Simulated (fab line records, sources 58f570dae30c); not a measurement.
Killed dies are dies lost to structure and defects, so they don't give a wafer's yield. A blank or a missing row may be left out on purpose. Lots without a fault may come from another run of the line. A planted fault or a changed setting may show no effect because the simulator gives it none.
One fault seen from 2 desks | flow berkeley_cmos170 | each desk has only its own numbers; what lay behind them comes last

THE TOOL OWNER'S DESK: litho_track-02
The tool's own readings at UCB170_M1_PEB_07: means of the sampled wafers that have a number, for each lot that ran on this tool. A lot is out of limits, marked OUT, if its mean lies more than 4 standard deviations from the usual mean; the brackets give that distance.
Columns: A = heater_power_total_W at UCB170_M1_PEB_07, usual 56.80 W; B = resist_line_temp_C at UCB170_M1_PEB_07, usual 23.02 C
lot  | first seen here | A                       | B
L694 | day 7 21:59     | 56.82                   | 23.00
L699 | day 8 07:08     | 56.78                   | 22.87
L698 | day 8 10:06     | 56.80                   | 23.09
L702 | day 8 21:02     | 56.78                   | 22.92
L703 | day 9 12:26     | 56.81                   | 23.03
L707 | day 10 04:43    | 56.82                   | 23.00
L709 | day 10 10:10    | 63.05 (+99 or more) OUT | 22.99
L710 | day 10 15:17    | 63.10 (+99 or more) OUT | 23.07
This desk's finding: out of limits on L709, L710; first on L709, day 10 10:10 (heater_power_total_W at UCB170_M1_PEB_07). In limits: L694, L699, L698, L702, L703, L707.

THE METROLOGY DESK
What the gauges read, lot by lot, whatever tool the lot ran on: means of the sampled wafers that have a number. A lot is out of limits, marked OUT, if its mean lies more than 4 standard deviations from the usual mean; the brackets give that distance.
Columns: A = NSD_RS at UCB170_SDANNEAL_RS_MEAS_03, usual 37.24 ohm/sq; B = SILICIDE_TI_RS at UCB170_SILICIDE_RS_MEAS_02, usual 26.3 ohm/sq; C = cd_nm at UCB170_M1_CD_MEAS_09, usual 699.8 nm
lot  | first seen here | A     | B    | C
L693 | day 5 23:49     | 37.15 | 26.3 | 700.2
L696 | day 7 08:44     | 37.32 | 26.2 | 697.7
L694 | day 7 11:54     | 37.20 | 25.5 | 700.9
L699 | day 7 23:03     | 37.11 | 26.6 | 698.6
L698 | day 8 01:55     | 37.23 | 26.6 | 699.7
L701 | day 8 09:23     | 37.34 | 26.8 | 699.3
L700 | day 8 09:50     | 37.10 | 25.7 | 700.3
L702 | day 8 10:02     | 37.30 | 26.7 | 699.4
L703 | day 9 01:23     | 37.51 | 25.9 | 699.4
L707 | day 9 19:46     | 37.38 | 26.3 | 699.8
L705 | day 9 20:01     | 37.29 | 26.7 | 701.4
L709 | day 10 04:02    | 37.21 | 26.6 | 721.1 (+15) OUT
L710 | day 10 07:47    | 37.22 | 26.3 | 719.0 (+14) OUT
L711 | day 10 18:54    | 37.31 | 26.5 | 699.1
This desk's finding: out of limits on L709, L710; first on L709, day 10 10:26 (cd_nm at UCB170_M1_CD_MEAS_09). In limits: L693, L696, L694, L699, L698, L701, L700, L702, L703, L707, L705, L711.

PUT TOGETHER
The tool owner's desk could have raised an alarm at day 10 10:10, on L709, L710.
The metrology desk could have raised an alarm at day 10 10:26, on L709, L710.
Of the lots named, all ran UCB170_M1_PEB_07 on litho_track-02.

WHAT THE SIMULATOR HAD PUT IN
Process parameter drift: litho_track-02, from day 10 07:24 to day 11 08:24, at UCB170_M1_PEB_07. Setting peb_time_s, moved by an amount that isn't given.
Lots struck among those shown: L709, L710.
Hours from the fault's start to each desk's first reading out of limits: the tool owner's desk, 3; the metrology desk, 3.
